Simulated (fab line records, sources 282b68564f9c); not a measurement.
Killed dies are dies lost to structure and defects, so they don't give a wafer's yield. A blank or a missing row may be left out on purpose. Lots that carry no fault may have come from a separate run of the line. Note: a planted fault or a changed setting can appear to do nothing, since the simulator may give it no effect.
Comparing a struck lot with a sound one | flow rit cmos | 39 steps out of a route of 202
Sound: wafers L503.3, L503.4, L503.5. Struck: wafers L512.2, L512.3, L512.6. Last of all comes the cause.
Per side, at each step with rows, come the tool, then ch with its chambers, and then its first start. Under that, the readings that differ: sound wafers | struck wafers | difference of the means | sigmas: that difference in standard deviations of wafers without a fault.
alike: same words and numbers on both sides, and readings whose means sit less than 2 such deviations apart. not compared: any withheld reading, any reading some wafer has no value for, any bound like >300 that may hide the same value, and any number with overlapping values for which the record gives no deviation.
Wherever a step has rows on one side only, a row that says differs or no value, or a row with sigmas, the two part there. When numbers do not overlap yet have no deviation, they are printed without sigmas and do not part them. A reading that every wafer of one side lacks parts them only if that side has two wafers or more.

first, 3 steps without rows for these wafers: RIT_GATE_EXPOSE_13 (exposes mask M6, target cd 150 nm); RIT_GATE_PEB_14; RIT_GATE_DEVELOP_15 (develop time 50 s).
RIT_GATE_CD_MEAS_16: the cd target is 150 nm.
  sound on cd sem-02, day 3 14:55; struck on cd sem-02, day 5 11:17
  alike: cd nm
RIT_GATE_OVL_MEAS_17:
  sound on overlay-02, day 3 15:01; struck on overlay-01, day 5 11:23
  alike: GATE_OVL
then, 1 step without rows for these wafers: RIT_GATE_HARDBAKE_18 (time 60 s).
RIT_GATE_ETCH_19: etches poly-Si in SF6/CHF3/O2, stops on SiO2, time 165 s, target depth 312.5 nm.
  sound on rie si-01 ch 0,1, day 3 15:11; struck on rie si-02 ch 2,3, day 5 11:34
  reading                | sound             | struck            | difference | sigmas
  throttle valve pct (%) | 10.56 10.23 10.57 | 10.03 10.31 10.04 | -0.33      | -2
  alike: SF6_flow_sccm, drypump motor current A, oes product au
  not compared: rf hours counter h
RIT_GATE_STRIP_20: strips in O2, time 180 s.
  sound on plasma asher-02 ch 0,1, day 3 15:21; struck on plasma asher-03 ch 1, day 5 11:40
  alike: drypump motor current A
  not compared: rf hours counter h
RIT_GATE_CD_MEAS_90: the cd target is 150 nm.
  sound on cd sem-01, day 3 15:30; struck on cd sem-01, day 5 11:52
  alike: cd nm
then, 3 steps without rows for these wafers: RIT_REOX_CLEAN_00 (cleans in SC1, time 600 s); RIT_REOX_CLEAN_01 (cleans in dHF, time 30 s); RIT_REOX_CLEAN_02 (cleans in SC2, time 600 s).
RIT_REOX_OXIDATION_03: target thk 25.2 nm, ox time 5580 s.
  sound on furnace-01 ch 0, day 3 16:53; struck on furnace-01 ch 0, day 5 14:38
  reading                                     | sound             | struck         | difference | sigmas
  model.SiO2_of_REOX_OXIDATION_03.thk nm (nm) | 24.48 24.84 24.59 | 21 21.42 20.99 | -4         |
  alike: ox temp c
RIT_REOX_THK_MEAS_04:
  sound on film metro-02, day 3 19:28; struck on film metro-03, day 5 17:12
  reading             | sound          | struck         | difference | sigmas
  REOX_OXIDE_THK (nm) | 24.5 24.8 24.6 | 21.0 21.4 21.0 | -3.5       | -8
then, 6 steps without rows for these wafers: RIT_NLDD_HMDS_00 (prime time 60 s); RIT_NLDD_COAT_01 (resist thk 1000 nm); RIT_NLDD_SOFTBAKE_02 (time 60 s); RIT_NLDD_EXPOSE_03 (exposes mask M7, target cd 40700 nm); RIT_NLDD_PEB_04; RIT_NLDD_DEVELOP_05 (develop time 50 s).
RIT_NLDD_OVL_MEAS_06:
  sound on overlay-02, day 3 20:22; struck on overlay-01, day 5 18:16
  alike: NLDD_OVL
then, 2 steps without rows for these wafers: RIT_NLDD_HARDBAKE_07 (time 60 s); RIT_NLDD_IMPLANT_08.
RIT_NLDD_STRIP_09: strips in O2, time 180 s.
  sound on plasma asher-04 ch 0,1, day 3 20:44; struck on plasma asher-04 ch 1, day 5 18:35
  alike: drypump motor current A
  not compared: rf hours counter h
RIT_NLDD_TW_MEAS_10:
  sound on film metro-01, day 3 20:53; struck on film metro-03, day 5 18:46
  alike: NLDD_TW
then, 6 steps without rows for these wafers: RIT_PLDD_HMDS_00 (prime time 60 s); RIT_PLDD_COAT_01 (resist thk 1000 nm); RIT_PLDD_SOFTBAKE_02 (time 60 s); RIT_PLDD_EXPOSE_03 (exposes mask M8, target cd 40900 nm); RIT_PLDD_PEB_04; RIT_PLDD_DEVELOP_05 (develop time 50 s).
RIT_PLDD_OVL_MEAS_06:
  sound on overlay-02, day 3 22:02; struck on overlay-02, day 5 19:41
  alike: PLDD_OVL
then, 2 steps without rows for these wafers: RIT_PLDD_HARDBAKE_07 (time 60 s); RIT_PLDD_IMPLANT_08.
RIT_PLDD_STRIP_09: strips in O2, time 180 s.
  sound on plasma asher-03 ch 0,1, day 3 22:26; struck on plasma asher-03 ch 0,1, day 5 20:01
  alike: drypump motor current A
  not compared: rf hours counter h
RIT_PLDD_TW_MEAS_10:
  sound on film metro-02, day 3 22:34; struck on film metro-01, day 5 20:11
  alike: PLDD_TW
RIT_SPACER_CLEAN_00: cleans in SC1, time 600 s.
  sound on wet bench-01 ch 0, day 3 22:36; struck on wet bench-03 ch 3, day 5 20:14
  reading                                     | sound            | struck            | difference | sigmas
  model.SiO2_of_REOX_OXIDATION_03.thk nm (nm) | 22.59 22.9 22.68 | 19.37 19.76 19.36 | -3.23      |
then, 1 step without rows for these wafers: RIT_SPACER_CLEAN_01 (cleans in dHF, time 30 s).
RIT_M1_PROBE_99:
  sound on prober-02, day 4 12:37; struck on prober-01, day 6 09:26
  reading                             | sound             | struck            | difference | sigmas
  model.etest.pmos turned.r on ohm um | 3513 3569 3498    | 2919 3008 2975    | -559       |
  model.etest.pmos_0p3.r on ohm um    | 6229 6436 6344    | 5902 5968 5972    | -389       |
  model.etest.pmos_0p15.r on ohm um   | 2802 2860 2829    | 2426 2524 2494    | -349       |
  model.etest.pldd.rs ohm sq          | 506 522.5 511.3   | 343.8 357.6 342.6 | -165.3     |
  model.etest.nmos_0p15.r on ohm um   | 1160 1170 1163    | 1029 1073 1053    | -113       |
  model.etest.nldd.rs ohm sq          | 376.3 378.8 375.8 | 301.8 305.6 302.9 | -73.5      |
  model.etest.nmos turned.drive ua um | 323.5 315.8 327.4 | 397.8 381.4 393.4 | +68.6      |
  model.etest.pldd.line ohm um        | 160.1 166.9 162.6 | 108.3 112 107.1   | -54.1      |
  alike: killed at contacts, killed at front end, killed dies, killed open, killed short

WHERE THEY PART
At RIT_GATE_ETCH_19 first; at RIT_REOX_THK_MEAS_04 last (within this record only). Later steps at which nothing parts them and some readings are alike: RIT_NLDD_OVL_MEAS_06, RIT_NLDD_STRIP_09, RIT_NLDD_TW_MEAS_10, RIT_PLDD_OVL_MEAS_06, RIT_PLDD_STRIP_09, RIT_PLDD_TW_MEAS_10, RIT_M1_PROBE_99.

WHY: whatever the simulator had introduced
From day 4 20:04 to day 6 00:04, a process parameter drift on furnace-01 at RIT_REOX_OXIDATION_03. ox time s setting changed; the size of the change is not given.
